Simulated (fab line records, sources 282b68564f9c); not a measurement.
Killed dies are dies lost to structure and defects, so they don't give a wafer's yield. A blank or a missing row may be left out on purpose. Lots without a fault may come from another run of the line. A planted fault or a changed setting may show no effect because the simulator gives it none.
Which tool did it? | flow rit_cmos | 7 lots, 21 wafers sampled, at 2 steps of a route of 202

WHAT THE GAUGES READ, wafer by wafer
RIT_NRETRO_TW_MEAS_10.
lot  | measured    | on            | NRETRO_TW
L118 | day 2 21:28 | film_metro-02 | 1035 1039 1036
L120 | day 3 06:34 | film_metro-02 | 1041 1033 1038
L122 | day 3 17:50 | film_metro-04 | 1062 1057 1055
L125 | day 4 11:19 | film_metro-01 | 1026 1034 1032
L131 | day 5 16:00 | film_metro-01 | 231 228 225
L133 | day 6 01:46 | film_metro-01 | 1026 1013 1024
L137 | day 6 20:54 | film_metro-01 | 1018 1018 1021

WHICH TOOL RAN EACH LOT (tool, then ch and the chambers of the sampled wafers, then the start)
lot  | RIT_NRETRO_DEVELOP_05
L118 | litho_track-04 ch 0, day 2 20:00
L120 | litho_track-03 ch 0, day 3 05:00
L122 | litho_track-04 ch 0, day 3 17:00
L125 | litho_track-03 ch 0, day 4 10:00
L131 | litho_track-02 ch 0, day 5 15:00
L133 | litho_track-04 ch 0, day 6 01:00
L137 | litho_track-04 ch 0, day 6 20:00
- RIT_NRETRO_DEVELOP_05: develop time 68 s.

THE ANSWER, worked out from the rows above alone
Rule: what is usual is taken from the lots themselves. Put in order of their means at a reading, lots are off if they are a third of the lots or fewer, leave a main group of 4 or more, and stand apart from it by a gap of 3 or more times the standard deviation of the main group's means; of several such gaps the widest counts. A main group whose means are all the same, to the digits that the tables above print for the reading, isn't used. A lot without any number at a reading at which 4 lots or more have one is off too. The other lots that the step has rows for count as sound.
Off: L131, at RIT_NRETRO_TW_MEAS_10 (NRETRO_TW). The main group: mean 1034, standard deviation 13.
A tool fits if, at a process step before that reading, it ran every lot that is off, and no sound lot after the first of them. The gauges at RIT_NRETRO_TW_MEAS_10 are tried like those tools. One fits: litho_track-02 at RIT_NRETRO_DEVELOP_05. It ran no sound lot before its first lot that is off in this sample, so the start can't be narrowed down.

WHAT THE SIMULATOR HAD PUT IN
Process parameter drift: litho_track-02, from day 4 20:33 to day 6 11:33, at RIT_NRETRO_DEVELOP_05. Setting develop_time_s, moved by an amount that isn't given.
Lots struck among those shown: L131. The rule above found the same.
